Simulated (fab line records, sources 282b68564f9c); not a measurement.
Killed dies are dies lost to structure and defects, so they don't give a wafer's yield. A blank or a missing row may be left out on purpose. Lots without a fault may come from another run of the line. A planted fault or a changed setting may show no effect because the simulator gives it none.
fab line records | flow rit_cmos
record lots=5 wafers=23
route steps=202 shown PSD@150 SDANNEAL@153 NSD@158 PLDD@159 SILICIDE@162 CONTACT@175 M1@184
start_h: hours from the record's first day to the start of the lot's first wafer shown | wait_h: hours since the lot's step before | " the same as in the row above | L1.1+2: a row that stands for several wafers | - no value, or no start given | * or withheld: withheld | < > ~ a bound
route shown NAME@n: a module of which the file shows steps, and the number in the route of the first | usual: mean/standard deviation of fault-free wafers | same: alike in all rows | chamber/n: place in a boat | sites: the reading at each site | _std_site: their standard deviation | _edge_site: outer sites' mean less inner sites' | radius_mm: how far each site lies from the wafer's centre | mask NAME#n: copy n | behind: the tool/chamber that last shaped the wafer | hold: why the lot was held/for how many hours/how that ended | device: the transistor (n, p or np) that didn't switch | end of line: the same wafers' tests at the end of the route | a step without rows: its recipe alone | killed: dies lost to structure and defects at the first sort, not the wafer's yield | map: a wafer's dies, x killed, . not, _ none there
set.NAME: the setting as run; set.NAME@STEP: as run at that earlier step | model.NAME: the simulator's own value behind a step, which no gauge read
lots whose settings were changed on purpose; a table a step, a row a wafer
## steps
# step RIT_PSD_IMPLANT_08
# recipe species=BF2 energy_kev=27 dose_cm2=5e+15 tilt_deg=7
# columns lot.wafer tool chamber start_h wait_h set.energy_kev model.implant.rp_nm model.implant.drp_nm
L074.1+5 implanter-01 0 49.86 0.1 27.42 22.33 12.18
L074.2+3+6 " 0 " " 27 22.06 12.05
L079.1+2+3 implanter-03 0 75.04 0.1 25.87 20.52 11.69
L079.5+6 " 0 " " 27 21.23 12.05
L080.1+5 implanter-01 0 82.91 0.1 28.07 23.31 12.38
L080.2+3+4 " 0 " " 27 22.59 12.05
L084.1+2+3 implanter-03 0 103.95 0.1 27 21.22 12.05
L085.1+4+6 implanter-03 0 109.90 0.1 27 22.2 12.05
L085.2+5 " 0 " " 28.43 23.14 12.49
# step RIT_PSD_STRIP_09
# recipe chemistry=O2 time_s=180 resist=NOVOLAK platen_temp_c=withheld power_w=500 pressure_mtorr=4000 o2_flow_sccm=4000
# step RIT_PSD_TW_MEAS_10
# usual PSD_TW=3430/12
# columns lot.wafer tool chamber start_h wait_h set.energy_kev@PSD_IMPLANT_08 PSD_TW
L074.1 film_metro-03 - 50.18 0.1 27.42 3428
L074.2 " - " " 27 3426
L074.3 " - " " 27 3426
L074.5 " - " " 27.42 3426
L074.6 " - " " 27 3414
L079.1 film_metro-03 - 75.37 0.1 25.87 3382
L079.2 " - " " 25.87 3387
L079.3 " - " " 25.87 3381
L079.5 " - " " 27 3417
L079.6 " - " " 27 3435
L080.1 film_metro-03 - 83.23 0.1 28.07 3470
L080.2 " - " " 27 3427
L080.3 " - " " 27 3450
L080.4 " - " " 27 3433
L080.5 " - " " 28.07 3478
L084.1 film_metro-03 - 104.28 0.1 27 3421
L084.2 " - " " 27 3424
L084.3 " - " " 27 3412
L085.1 film_metro-03 - 110.22 0.1 27 3433
L085.2 " - " " 28.43 3475
L085.4 " - " " 27 3421
L085.5 " - " " 28.43 3466
L085.6 " - " " 27 3429
# step RIT_SDANNEAL_CLEAN_00
# recipe chemistry=SC1 mix=3:3:50 time_s=600 temp_c=75
# step RIT_SDANNEAL_CLEAN_01
# recipe chemistry=dHF dilution=50:1 time_s=30
# step RIT_SDANNEAL_CLEAN_02
# recipe chemistry=SC2 mix=3:3:50 time_s=600 temp_c=75 dry=n2_spin
# step RIT_SDANNEAL_RTA_03
# recipe temp_c=1050 time_s=5 idle_temp_c=600 ramp_up_c_per_s=342 ramp_down_c_per_s=171 cool_to_c=600 ambient=N2
# step RIT_SDANNEAL_RS_MEAS_04
# recipe thk_meas_gauge=four-point-probe
# usual PSD_RS=116.0/0.35
# columns lot.wafer tool chamber start_h wait_h set.energy_kev@PSD_IMPLANT_08 PSD_RS[ohm/sq]
L074.1 film_metro-02 - 50.67 0.0 27.42 115.5
L074.2 " - " " 27 116.0
L074.3 " - " " 27 116.0
L074.5 " - " " 27.42 115.0
L074.6 " - " " 27 116.2
L079.1 film_metro-01 - 75.93 0.1 25.87 119.0
L079.2 " - " " 25.87 118.8
L079.3 " - " " 25.87 118.6
L079.5 " - " " 27 116.0
L079.6 " - " " 27 116.0
L080.1 film_metro-02 - 83.72 0.0 28.07 113.6
L080.2 " - " " 27 115.9
L080.3 " - " " 27 115.7
L080.4 " - " " 27 115.8
L080.5 " - " " 28.07 113.5
L084.1 film_metro-02 - 104.76 0.0 27 115.7
L084.2 " - " " 27 115.6
L084.3 " - " " 27 115.5
L085.1 film_metro-01 - 110.71 0.0 27 115.8
L085.2 " - " " 28.43 113.3
L085.4 " - " " 27 116.0
L085.5 " - " " 28.43 112.9
L085.6 " - " " 27 116.0
# step RIT_SDANNEAL_RS_MEAS_05
# recipe thk_meas_gauge=four-point-probe
# usual NSD_RS=84.60/0.25
# columns lot.wafer tool chamber start_h wait_h set.dose_cm2@NSD_IMPLANT_08 NSD_RS[ohm/sq]
L074.1 film_metro-02 - 50.79 0.1 1e+15 84.94
L074.2 " - " " 9.812e+14 86.18
L074.3 " - " " 9.812e+14 85.87
L074.5 " - " " 9.812e+14 85.76
L074.6 " - " " 1e+15 84.74
L079.1 film_metro-01 - 76.05 0.1 1e+15 84.71
L079.2 " - " " 1.054e+15 81.15
L079.3 " - " " 1.054e+15 81.27
L079.5 " - " " 1.054e+15 81.33
L079.6 " - " " 1e+15 84.64
L080.1 film_metro-02 - 83.84 0.1 1e+15 84.98
L080.2 " - " " 1.046e+15 81.41
L080.3 " - " " 1e+15 84.55
L080.4 " - " " 1e+15 84.70
L080.5 " - " " 1.046e+15 81.83
L084.1 film_metro-02 - 104.88 0.1 1e+15 84.29
L084.2 " - " " 1e+15 84.12
L084.3 " - " " 1e+15 83.94
L085.1 film_metro-01 - 110.83 0.1 1e+15 84.28
L085.2 " - " " 1.035e+15 82.33
L085.4 " - " " 1.035e+15 82.13
L085.5 " - " " 1.035e+15 82.25
L085.6 " - " " 1e+15 84.26
# step RIT_SDANNEAL_RS_MEAS_06
# recipe thk_meas_gauge=four-point-probe
# usual PLDD_RS=178.6/0.42
# columns lot.wafer tool chamber start_h wait_h set.dose_cm2@PLDD_IMPLANT_08 PLDD_RS[ohm/sq]
L074.1 film_metro-02 - 50.91 0.1 9e+14 178.2
L074.2 " - " " 8.333e+14 185.6
L074.3 " - " " 9e+14 178.3
L074.5 " - " " 9e+14 178.7
L074.6 " - " " 8.333e+14 185.7
L079.1 film_metro-01 - 76.17 0.1 9e+14 178.7
L079.2 " - " " 8.661e+14 182.4
L079.3 " - " " 8.661e+14 182.0
L079.5 " - " " 9e+14 178.7
L079.6 " - " " 8.661e+14 182.2
L080.1 film_metro-02 - 83.96 0.1 9e+14 178.1
L080.2 " - " " 9e+14 178.1
L080.3 " - " " 9e+14 178.1
L080.4 " - " " 9e+14 177.8
L080.5 " - " " 9e+14 178.1
L084.1 film_metro-02 - 105.00 0.1 9e+14 178.8
L084.2 " - " " 9e+14 178.8
L084.3 " - " " 9e+14 178.6
L085.1 film_metro-01 - 110.95 0.1 9e+14 178.1
L085.2 " - " " 9e+14 178.6
L085.4 " - " " 9e+14 178.6
L085.5 " - " " 9e+14 178.7
L085.6 " - " " 9e+14 179.3
# step RIT_SILICIDE_SPUTTER_01
# recipe material=Ti target_thk_nm=30 power_w=350 chamber_pressure_pa=0.667 gas=Ar time_s=240 substrate_temp_c=25
# columns lot.wafer tool chamber start_h wait_h set.power_w model.Ti_of_SILICIDE_SPUTTER_01.thk_nm
L074.1 pvd_sputter-03 - 51.16 0.0 371.1 31.68
L074.2 " - " " 371.1 31.77
L074.3 " - " " 371.1 31.43
L074.5 " - " " 350 29.55
L074.6 " - " " 350 29.79
L079.1 pvd_sputter-02 - 76.42 0.0 327.3 28.34
L079.2 " - " " 350 30.27
L079.3 " - " " 327.3 28.19
L079.5 " - " " 350 30.08
L079.6 " - " " 327.3 28.43
L080.1 pvd_sputter-03 - 84.21 0.0 350 29.52
L080.2 " - " " 350 29.82
L080.3 " - " " 350 29.88
L080.4 " - " " 350 29.87
L080.5 " - " " 350 29.99
L084.1 pvd_sputter-03 - 105.26 0.0 350 30.08
L084.2 " - " " 350 30.26
L084.3 " - " " 350 30.3
L085.1 pvd_sputter-02 - 111.20 0.0 309.7 26.82
L085.2 " - " " 309.7 26.36
L085.4 " - " " 350 29.73
L085.5 " - " " 350 29.99
L085.6 " - " " 309.7 26.23
# step RIT_SILICIDE_RS_MEAS_02
# recipe thk_meas_gauge=four-point-probe reads=Ti_of_SILICIDE_SPUTTER_01
# usual SILICIDE_TI_RS=47.9/0.54
# columns lot.wafer tool chamber start_h wait_h set.power_w@SILICIDE_SPUTTER_01 SILICIDE_TI_RS[ohm/sq]
L074.1 film_metro-04 - 51.31 0.1 371.1 44.9
L074.2 " - " " 371.1 44.8
L074.3 " - " " 371.1 45.2
L074.5 " - " " 350 48.9
L074.6 " - " " 350 48.4
L079.1 film_metro-01 - 76.57 0.1 327.3 51.4
L079.2 " - " " 350 47.3
L079.3 " - " " 327.3 51.8
L079.5 " - " " 350 47.7
L079.6 " - " " 327.3 51.3
L080.1 film_metro-01 - 84.36 0.1 350 48.9
L080.2 " - " " 350 48.2
L080.3 " - " " 350 48.1
L080.4 " - " " 350 48.3
L080.5 " - " " 350 48.0
L084.1 film_metro-04 - 105.41 0.1 350 47.8
L084.2 " - " " 350 47.5
L084.3 " - " " 350 47.5
L085.1 film_metro-04 - 111.35 0.1 309.7 55.3
L085.2 " - " " 309.7 56.5
L085.4 " - " " 350 48.6
L085.5 " - " " 350 48.1
L085.6 " - " " 309.7 56.8
# step RIT_SILICIDE_THK_MEAS_03
# recipe thk_meas_gauge=xrf reads=Ti_of_SILICIDE_SPUTTER_01
# usual SILICIDE_TI_THK=30.1/0.32
# columns lot.wafer tool chamber start_h wait_h set.power_w@SILICIDE_SPUTTER_01 SILICIDE_TI_THK[nm]
L074.1 film_metro-04 - 51.43 0.1 371.1 31.9
L074.2 " - " " 371.1 31.7
L074.3 " - " " 371.1 31.5
L074.5 " - " " 350 29.6
L074.6 " - " " 350 29.9
L079.1 film_metro-01 - 76.69 0.1 327.3 28.3
L079.2 " - " " 350 30.3
L079.3 " - " " 327.3 28.3
L079.5 " - " " 350 30.1
L079.6 " - " " 327.3 28.5
L080.1 film_metro-01 - 84.48 0.1 350 29.4
L080.2 " - " " 350 29.8
L080.3 " - " " 350 29.8
L080.4 " - " " 350 29.9
L080.5 " - " " 350 30.0
L084.1 film_metro-04 - 105.53 0.1 350 30.3
L084.2 " - " " 350 30.3
L084.3 " - " " 350 30.4
L085.1 film_metro-04 - 111.47 0.1 309.7 26.9
L085.2 " - " " 309.7 26.4
L085.4 " - " " 350 29.8
L085.5 " - " " 350 30.2
L085.6 " - " " 309.7 26.4
# step RIT_CONTACT_DEVELOP_07
# recipe resist=NOVOLAK develop_time_s=120 dev_temp_c=23
# columns lot.wafer tool chamber start_h wait_h set.develop_time_s
L074.1+2+6 litho_track-04 0 - - 112.5
L074.3+5 " 0 " " 120
L079.1+5 litho_track-04 0 - - 120
L079.2+3+6 " 0 " " 115
L080.1+2+3 litho_track-01 0 - - 120
L080.4+5 " 0 " " 133.2
L084.1+2+3 litho_track-04 0 - - 120
L085.1+2 litho_track-03 0 - - 120
L085.4+5+6 " 0 " " 102.3
# step RIT_CONTACT_CD_MEAS_08
# recipe target_cd_nm=1000
# usual cd_nm=999.0/2
# columns lot.wafer tool chamber start_h wait_h set.develop_time_s@CONTACT_DEVELOP_07 cd_nm
L074.1 cd_sem-02 - 52.74 - 112.5 995.0
L074.2 " - " " 112.5 994.7
L074.3 " - " " 120 999.5
L074.5 " - " " 120 998.2
L074.6 " - " " 112.5 996.7
L079.1 cd_sem-01 - 78.13 - 120 1001.8
L079.2 " - " " 115 999.1
L079.3 " - " " 115 999.7
L079.5 " - " " 120 1003.6
L079.6 " - " " 115 1000.7
L080.1 cd_sem-02 - 85.80 - 120 999.4
L080.2 " - " " 120 1000.3
L080.3 " - " " 120 999.0
L080.4 " - " " 133.2 1007.0
L080.5 " - " " 133.2 1009.1
L084.1 cd_sem-01 - 106.84 - 120 999.1
L084.2 " - " " 120 997.7
L084.3 " - " " 120 998.2
L085.1 cd_sem-01 - 112.78 - 120 998.8
L085.2 " - " " 120 999.3
L085.4 " - " " 102.3 985.8
L085.5 " - " " 102.3 986.7
L085.6 " - " " 102.3 985.9
# step RIT_CONTACT_HARDBAKE_10
# recipe resist=NOVOLAK temp_c=140 time_s=60
# step RIT_CONTACT_ETCH_11
# recipe target_depth_a=4800 over_etch_frac=0.2 stop_on=TiSi2 chemistry=CHF3/CF4/Ar target=SiO2 CHF3_flow_sccm=50 cf4_flow_sccm=10 Ar_flow_sccm=100 O2_flow_sccm=5 pressure_mtorr=100 rf_w=200 time_s=320
# columns lot.wafer tool chamber start_h wait_h set.develop_time_s@CONTACT_DEVELOP_07 model.CONTACT.cd_nm
L074.1 rie_diel-02 0 53.05 0.1 112.5 995.1
L074.2 " 2 " " 112.5 994.5
L074.3 " 3 " " 120 999.5
L074.5 " 0 " " 120 998.3
L074.6 " 1 " " 112.5 996.7
L079.1 rie_diel-03 1 78.44 0.1 120 1002
L079.2 " 2 " " 115 999.2
L079.3 " 0 " " 115 999.7
L079.5 " 1 " " 120 1003
L079.6 " 2 " " 115 1001
L080.1 rie_diel-01 0 86.11 0.1 120 999
L080.2 " 2 " " 120 999.8
L080.3 " 3 " " 120 998.8
L080.4 " 1 " " 133.2 1007
L080.5 " 3 " " 133.2 1009
L084.1 rie_diel-03 2 107.15 0.1 120 998.6
L084.2 " 1 " " 120 997.4
L084.3 " 0 " " 120 997.8
L085.1 rie_diel-03 0 113.09 0.1 120 998.8
L085.2 " 1 " " 120 999.2
L085.4+6 " 3 " " 102.3 985.9
L085.5 " 2 " " 102.3 987.2
# step RIT_CONTACT_STRIP_12
# recipe chemistry=O2 time_s=180 resist=NOVOLAK platen_temp_c=withheld power_w=500 pressure_mtorr=4000 o2_flow_sccm=4000
# step RIT_CONTACT_CD_MEAS_90
# recipe target_cd_nm=1000
# usual cd_nm=999.0/2.1
# columns lot.wafer tool chamber start_h wait_h set.develop_time_s@CONTACT_DEVELOP_07 cd_nm
L074.1 cd_sem-01 - 53.42 0.1 112.5 995.1
L074.2 " - " " 112.5 994.6
L074.3 " - " " 120 999.5
L074.5 " - " " 120 998.1
L074.6 " - " " 112.5 996.9
L079.1 cd_sem-01 - 78.81 0.1 120 1001.9
L079.2 " - " " 115 999.7
L079.3 " - " " 115 999.5
L079.5 " - " " 120 1003.5
L079.6 " - " " 115 1000.9
L080.1 cd_sem-01 - 86.48 0.1 120 999.3
L080.2 " - " " 120 999.8
L080.3 " - " " 120 998.7
L080.4 " - " " 133.2 1006.5
L080.5 " - " " 133.2 1009.2
L084.1 cd_sem-02 - 107.52 0.1 120 998.1
L084.2 " - " " 120 997.3
L084.3 " - " " 120 997.7
L085.1 cd_sem-01 - 113.46 0.1 120 998.7
L085.2 " - " " 120 999.4
L085.4 " - " " 102.3 986.2
L085.5 " - " " 102.3 987.5
L085.6 " - " " 102.3 986.2
# step RIT_M1_SPUTTER_00
# recipe material=Al target_thk_nm=400 power_w=2000 chamber_pressure_pa=0.4 gas=Ar time_s=500 substrate_temp_c=25
# columns lot.wafer tool chamber start_h wait_h set.power_w model.Al_of_M1_SPUTTER_00.thk_nm
L074.1 pvd_sputter-01 - 53.89 0.0 1782 361.1
L074.2 " - " " 2000 403.5
L074.3 " - " " 1782 358.8
L074.5 " - " " 2000 405.5
L074.6 " - " " 2000 400
L079.1 pvd_sputter-04 - 79.31 0.0 2000 400
L079.2 " - " " 2000 401.5
L079.3 " - " " 2000 401.7
L079.5 " - " " 2000 398.3
L079.6 " - " " 2000 400.6
L080.1 pvd_sputter-02 - 86.95 0.0 2000 400.7
L080.2 " - " " 2000 400.8
L080.3 " - " " 2000 401.7
L080.4 " - " " 2000 404.2
L080.5 " - " " 2000 397.4
L084.1 pvd_sputter-01 - 108.00 0.0 2000 401
L084.2 " - " " 2000 404.1
L084.3 " - " " 2000 401.8
L085.1 pvd_sputter-04 - 113.93 0.0 2000 405.3
L085.2 " - " " 2000 402.4
L085.4 " - " " 2000 407.3
L085.5 " - " " 1897 382.9
L085.6 " - " " 1897 383.3
# step RIT_M1_RS_MEAS_01
# recipe thk_meas_gauge=four-point-probe reads=Al_of_M1_SPUTTER_00
# usual M1_AL_RS=0.0730/0.0006
# columns lot.wafer tool chamber start_h wait_h set.power_w@M1_SPUTTER_00 M1_AL_RS[ohm/sq]
L074.1 film_metro-02 - 54.18 0.1 1782 0.0815
L074.2 " - " " 2000 0.0727
L074.3 " - " " 1782 0.0821
L074.5 " - " " 2000 0.0724
L074.6 " - " " 2000 0.0734
L079.1 film_metro-03 - 79.60 0.1 2000 0.0733
L079.2 " - " " 2000 0.0733
L079.3 " - " " 2000 0.0732
L079.5 " - " " 2000 0.0737
L079.6 " - " " 2000 0.0732
L080.1 film_metro-03 - 87.24 0.1 2000 0.0733
L080.2 " - " " 2000 0.0734
L080.3 " - " " 2000 0.0730
L080.4 " - " " 2000 0.0726
L080.5 " - " " 2000 0.0739
L084.1 film_metro-03 - 108.30 0.1 2000 0.0733
L084.2 " - " " 2000 0.0726
L084.3 " - " " 2000 0.0729
L085.1 film_metro-02 - 114.22 0.1 2000 0.0725
L085.2 " - " " 2000 0.0730
L085.4 " - " " 2000 0.0720
L085.5 " - " " 1897 0.0767
L085.6 " - " " 1897 0.0769
# step RIT_M1_THK_MEAS_02
# recipe thk_meas_gauge=xrf reads=Al_of_M1_SPUTTER_00
# usual M1_AL_THK=400/3.2
# columns lot.wafer tool chamber start_h wait_h set.power_w@M1_SPUTTER_00 M1_AL_THK[nm]
L074.1 film_metro-02 - 54.30 0.1 1782 359
L074.2 " - " " 2000 400
L074.3 " - " " 1782 359
L074.5 " - " " 2000 403
L074.6 " - " " 2000 397
L079.1 film_metro-03 - 79.72 0.1 2000 398
L079.2 " - " " 2000 401
L079.3 " - " " 2000 399
L079.5 " - " " 2000 397
L079.6 " - " " 2000 399
L080.1 film_metro-03 - 87.36 0.1 2000 398
L080.2 " - " " 2000 398
L080.3 " - " " 2000 400
L080.4 " - " " 2000 402
L080.5 " - " " 2000 397
L084.1 film_metro-03 - 108.42 0.1 2000 397
L084.2 " - " " 2000 399
L084.3 " - " " 2000 398
L085.1 film_metro-02 - 114.34 0.1 2000 404
L085.2 " - " " 2000 401
L085.4 " - " " 2000 406
L085.5 " - " " 1897 380
L085.6 " - " " 1897 383
## key
split step=RIT_PSD_IMPLANT_08 setting=energy_kev stated=27 by=wafer
response step=RIT_PSD_IMPLANT_08 reading=model.implant.rp_nm change=+0.176 per=1% r=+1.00
response step=RIT_PSD_IMPLANT_08 reading=model.implant.drp_nm change=+0.0845 per=1% r=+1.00
response step=RIT_PSD_TW_MEAS_10 reading=PSD_TW change=+8.78 per=1% r=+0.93
response step=RIT_SDANNEAL_RS_MEAS_04 reading=PSD_RS change=-0.577 per=1% r=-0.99
split step=RIT_SILICIDE_SPUTTER_01 setting=power_w stated=350 by=wafer
response step=RIT_SILICIDE_SPUTTER_01 reading=model.Ti_of_SILICIDE_SPUTTER_01.thk_nm change=+0.298 per=1% r=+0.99
response step=RIT_SILICIDE_RS_MEAS_02 reading=SILICIDE_TI_RS change=-0.657 per=1% r=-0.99
response step=RIT_SILICIDE_THK_MEAS_03 reading=SILICIDE_TI_THK change=+0.3 per=1% r=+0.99
split step=RIT_CONTACT_DEVELOP_07 setting=develop_time_s stated=120 by=wafer
response step=RIT_CONTACT_CD_MEAS_08 reading=cd_nm change=+0.804 per=1% r=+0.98
response step=RIT_CONTACT_ETCH_11 reading=model.CONTACT.cd_nm change=+0.799 per=1% r=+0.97
response step=RIT_CONTACT_CD_MEAS_90 reading=cd_nm change=+0.782 per=1% r=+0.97
split step=RIT_M1_SPUTTER_00 setting=power_w stated=2000 by=wafer
response step=RIT_M1_SPUTTER_00 reading=model.Al_of_M1_SPUTTER_00.thk_nm change=+4 per=1% r=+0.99
response step=RIT_M1_RS_MEAS_01 reading=M1_AL_RS change=-0.000824 per=1% r=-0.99
response step=RIT_M1_THK_MEAS_02 reading=M1_AL_THK change=+3.88 per=1% r=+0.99
split outside_this_file step=RIT_PLDD_IMPLANT_08 setting=dose_cm2
split outside_this_file step=RIT_NSD_IMPLANT_08 setting=dose_cm2
# split outside_this_file: this setting was split too, and the file shows its column; the key of that split is in another file
